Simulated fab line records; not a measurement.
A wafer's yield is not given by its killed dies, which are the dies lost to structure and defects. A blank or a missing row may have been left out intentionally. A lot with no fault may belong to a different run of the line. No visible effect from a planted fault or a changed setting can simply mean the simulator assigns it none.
What tool caused it? | flow ritCmos | 13 lots with 39 wafers sampled at 5 steps, on a route of 202 steps

WHAT EACH GAUGE READ, for each wafer
RIT_ACTIVE_CD_MEAS_90: target cd 1400 nm. Usual: 1399.7 nm for cdNm, sd 2.5.
lot  | measured    | on       | cdNm (nm)            | flag
L932 | day 1 15:01 | cdSem-02 | 1400.7 1399.9 1401.0 | 
L933 | day 1 22:01 | cdSem-01 | 1394.3 1397.4 1394.8 | 
L934 | day 2 02:43 | cdSem-01 | 1396.8 1395.7 1395.9 | 
L935 | day 2 06:02 | cdSem-01 | 1402.5 1402.0 1402.9 | 
L936 | day 2 11:59 | cdSem-01 | 1400.3 1397.5 1399.1 | 
L937 | day 2 17:18 | cdSem-01 | 1399.7 1396.9 1397.5 | 
L938 | day 2 21:16 | cdSem-01 | 1400.1 1401.9 1399.5 | 
L939 | day 3 02:32 | cdSem-01 | 1396.5 1398.1 1396.3 | 
L940 | day 3 07:12 | cdSem-01 | 1399.3 1397.6 1397.8 | 
L945 | day 4 10:52 | cdSem-01 | 1403.0 1403.6 1402.0 | 
L946 | day 4 13:22 | cdSem-02 | 1400.6 1398.0 1399.5 | 
L948 | day 4 23:01 | cdSem-02 | 1401.7 1396.5 1399.3 | 
L954 | day 6 05:24 | cdSem-01 | 1401.1 1401.7 1401.2 | 

RIT_NWELL_TW_MEAS_10. Usual: NWELL_TW 2131, standard deviation 13.
lot  | measured    | on           | NWELL_TW       | flag
L932 | day 2 00:01 | filmMetro-01 | 2130 2132 2137 | 
L933 | day 2 03:56 | filmMetro-03 | 2123 2135 2136 | 
L934 | day 2 08:31 | filmMetro-04 | 2146 2152 2158 | 
L935 | day 2 13:49 | filmMetro-01 | 2128 2125 2124 | 
L936 | day 2 19:16 | filmMetro-04 | 2145 2149 2151 | 
L937 | day 3 00:15 | filmMetro-04 | 2152 2153 2149 | 
L938 | day 3 04:32 | filmMetro-01 | 2143 2137 2117 | 
L939 | day 3 09:29 | filmMetro-01 | 2122 2129 2136 | 
L940 | day 3 13:48 | filmMetro-04 | 2148 2150 2152 | 
L945 | day 4 16:35 | filmMetro-04 | 2142 2134 2143 | 
L946 | day 4 19:39 | filmMetro-03 | 2133 2114 2123 | 
L948 | day 5 05:53 | filmMetro-03 | 2127 2135 2129 | 
L954 | day 6 14:10 | filmMetro-03 | 2130 2131 2117 | 

RIT_GATE_THK_MEAS_07. Usual: GATE_OXIDE_THK 3.02 nm, standard deviation 0.06.
lot  | measured    | on           | GATE_OXIDE_THK (nm) | flag
L932 | day 2 13:54 | filmMetro-03 | 3.12 3.07 3.08      | 
L933 | day 2 16:15 | filmMetro-04 | 3.10 3.08 3.00      | 
L934 | day 2 21:01 | filmMetro-03 | 3.01 3.01 3.01      | 
L935 | day 3 02:10 | filmMetro-04 | 2.93 2.96 2.96      | 
L936 | day 3 09:58 | filmMetro-02 | 3.08 3.12 3.08      | 
L937 | day 3 12:31 | filmMetro-02 | 2.99 2.98 2.98      | 
L938 | day 3 19:53 | filmMetro-04 | 2.99 3.10 3.13      | 
L939 | day 3 21:46 | filmMetro-04 | 3.05 3.03 3.07      | 
L940 | day 4 06:25 | filmMetro-04 | 3.00 3.07 2.96      | 
L945 | day 5 05:26 | filmMetro-04 | 3.10 3.06 3.10      | 
L946 | day 5 07:56 | filmMetro-03 | 3.38 3.46 3.45      | OFF
L948 | day 5 19:07 | filmMetro-04 | 3.46 3.44 3.44      | OFF
L954 | day 7 08:01 | filmMetro-04 | 3.02 3.03 2.97      | 

WHICH TOOL RAN EACH LOT (tool, then ch and the chambers of the sampled wafers, then the start)
lot  | RIT_NWELL_STRIP_09                 | RIT_GATE_OXIDATION_05
L932 | plasmaAsher-02 ch 0,1, day 1 23:50 | furnace-03 ch 0, day 2 11:05
L933 | plasmaAsher-01 ch 0,1, day 2 03:46 | furnace-03 ch 0, day 2 14:55
L934 | plasmaAsher-01 ch 0,1, day 2 08:20 | furnace-03 ch 0, day 2 19:29
L935 | plasmaAsher-03 ch 0,1, day 2 13:37 | furnace-04 ch 0, day 3 00:35
L936 | plasmaAsher-03 ch 0,1, day 2 19:05 | furnace-04 ch 0, day 3 06:55
L937 | plasmaAsher-01 ch 0,1, day 3 00:04 | furnace-03 ch 0, day 3 11:05
L938 | plasmaAsher-02 ch 0,1, day 3 04:22 | furnace-03 ch 0, day 3 16:38
L939 | plasmaAsher-03 ch 0,1, day 3 09:17 | furnace-03 ch 0, day 3 20:26
L940 | plasmaAsher-02 ch 0,1, day 3 13:37 | furnace-04 ch 0, day 4 02:08
L945 | plasmaAsher-01 ch 0, day 4 16:24   | furnace-01 ch 0, day 5 04:06
L946 | plasmaAsher-01 ch 0,1, day 4 19:29 | furnace-03 ch 0, day 5 06:37
L948 | plasmaAsher-01 ch 0,1, day 5 05:43 | furnace-03 ch 0, day 5 16:47
L954 | plasmaAsher-02 ch 0,1, day 6 13:59 | furnace-01 ch 0, day 7 04:57
- RIT_NWELL_STRIP_09: strips in O2, time 180 s.
- RIT_GATE_OXIDATION_05: target thk 3 nm, ox time 270 s.

WHAT THE TOOLS THEMSELVES READ (means of the sampled wafers that have a number; where no wafer has one, the mark that the record gives instead)
RIT_NWELL_STRIP_09. Usual: 5.8 A for drypumpMotorCurrentA, sd 0.55.
lot  | tool           | drypumpMotorCurrentA (A) | flag
L932 | plasmaAsher-02 | 6.1                      | 
L933 | plasmaAsher-01 | 6.1                      | 
L934 | plasmaAsher-01 | 5.5                      | 
L935 | plasmaAsher-03 | 5.5                      | 
L936 | plasmaAsher-03 | 5.4                      | 
L937 | plasmaAsher-01 | 6.1                      | 
L938 | plasmaAsher-02 | 5.9                      | 
L939 | plasmaAsher-03 | 5.5                      | 
L940 | plasmaAsher-02 | 6.1                      | 
L945 | plasmaAsher-01 | 6.6                      | 
L946 | plasmaAsher-01 | 5.5                      | 
L948 | plasmaAsher-01 | 5.5                      | 
L954 | plasmaAsher-02 | 5.8                      | 

RIT_GATE_OXIDATION_05. Usual: 28 % for zonePowerSourcePct, sd 4.2.
lot  | tool       | zonePowerSourcePct (%) | flag
L932 | furnace-03 | 31                     | 
L933 | furnace-03 | 31                     | 
L934 | furnace-03 | 31                     | 
L935 | furnace-04 | 26                     | 
L936 | furnace-04 | 26                     | 
L937 | furnace-03 | 31                     | 
L938 | furnace-03 | 31                     | 
L939 | furnace-03 | 31                     | 
L940 | furnace-04 | 26                     | 
L945 | furnace-01 | 20                     | 
L946 | furnace-03 | 31                     | 
L948 | furnace-03 | 31                     | 
L954 | furnace-01 | 20                     | 

THE ANSWER, worked out from the rows above alone
Rule: a lot is off if the mean of its wafers that have a number lies more than 3 standard deviations from the usual mean. A lot without any number at a reading at which 4 lots or more have one is off too. The other lots that the step has rows for count as sound. After the gauges, taken in route order, come the tools' own readings; for these a lot's mean is taken, as printed above. At the first step where some lot is off, the reading lying furthest off is the one used; lots without a number count as furthest.
Off: at RIT_GATE_THK_MEAS_07 (GATE_OXIDE_THK), L946, L948.
If a tool, at a process step before that reading, ran all the lots that are off and no sound lot after the first of them, it fits. Gauges at RIT_GATE_THK_MEAS_07: tried the same way as those tools. 2 tools fit, plasmaAsher-01 at RIT_NWELL_STRIP_09 and furnace-03 at RIT_GATE_OXIDATION_05, so this cannot tell which one it is.

WHAT THE SIMULATOR PUT IN
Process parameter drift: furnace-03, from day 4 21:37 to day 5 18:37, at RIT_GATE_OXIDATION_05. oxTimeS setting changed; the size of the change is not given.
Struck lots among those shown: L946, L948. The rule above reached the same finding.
